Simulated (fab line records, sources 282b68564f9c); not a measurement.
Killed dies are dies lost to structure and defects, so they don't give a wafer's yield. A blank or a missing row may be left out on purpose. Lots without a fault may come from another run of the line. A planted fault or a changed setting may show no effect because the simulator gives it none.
Problem report in the 8D (eight disciplines) form, filled by code | flow rit_cmos | the parts of the form that need people (team, actions taken, sign-off) are left out

1. THE PROBLEM
spin_speed_rpm at RIT_NWELL_COAT_01 reads a mean of 1861.0 rpm on 6 wafers of 2 lots; wafers without a fault read 1999.7 rpm with a standard deviation of 1.3. That is -99 or more standard deviations from the usual mean.
The step: resist thk 1300 nm.
First seen on wafer L265.1, day 4 08:44, on litho_track-01. The record holds 18 wafers of 6 lots with a number at this step. Rule for "out", or "out of limits": more than 4 standard deviations from the usual mean. The other wafers with a number count as sound.

2. WHAT IT IS AND WHAT IT IS NOT
question                    | is                     | is not
which readings at this step | spin_speed_rpm         | -
which lots                  | L265, L268             | L261, L262, L266, L274
which wafers of those lots  | all that have a number | -
read on which tools         | litho_track-01         | litho_track-04
when                        | from day 4 08:44       | up to then (6 sound wafers); but 6 sound wafers of L266, L274 came after

3. SUSPECTS, AND WHAT RULES EACH OUT
Counting: a tool at a process step up to the reading stays a suspect if it ran every lot that is out and no sound lot after the first of them.
- litho_track-01 at RIT_NWELL_COAT_01 (resist thk 1300 nm): kept. It ran every lot that is out, first L265 (day 4 08:44), and no sound lot after that; its last sound lot up to then is L262 (day 3 18:22). Its own readings are out on those wafers: spin_speed_rpm.
Left after counting: litho_track-01 at RIT_NWELL_COAT_01.

4. THE CAUSE (what the simulator had put in)
Process parameter drift: litho_track-01, from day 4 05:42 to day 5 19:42, at RIT_NWELL_COAT_01. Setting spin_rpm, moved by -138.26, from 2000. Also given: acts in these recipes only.
Counting left only this tool.

5. THE CHAIN OF EFFECTS, in route order
Each row: a reading whose mean over the struck wafers that have a number lies more than 3 standard deviations from the usual. Only readings for which the record gives a usual standard deviation are gone through. hours: the time from each lot's start at the first step in this table that gives one to its start at this step, as a median over the lots. sigmas: the change in usual standard deviations.
hours | step              | reading        | usual      | on struck wafers | change | sigmas
0     | RIT_NWELL_COAT_01 | spin_speed_rpm | 1999.7 rpm | 1861.0           | -138.7 | -99 or more
The process steps in it:
- RIT_NWELL_COAT_01: resist thk 1300 nm.
Later measuring or inspecting steps at which every struck wafer that the step has a row for has a number for every such reading, and none has moved that far: RIT_NWELL_OVL_MEAS_06.

6. WHAT WOULD HAVE CAUGHT IT SOONER
In this record the first reading out of limits was taken at day 4 08:44, 3 hours after the fault began at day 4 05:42.
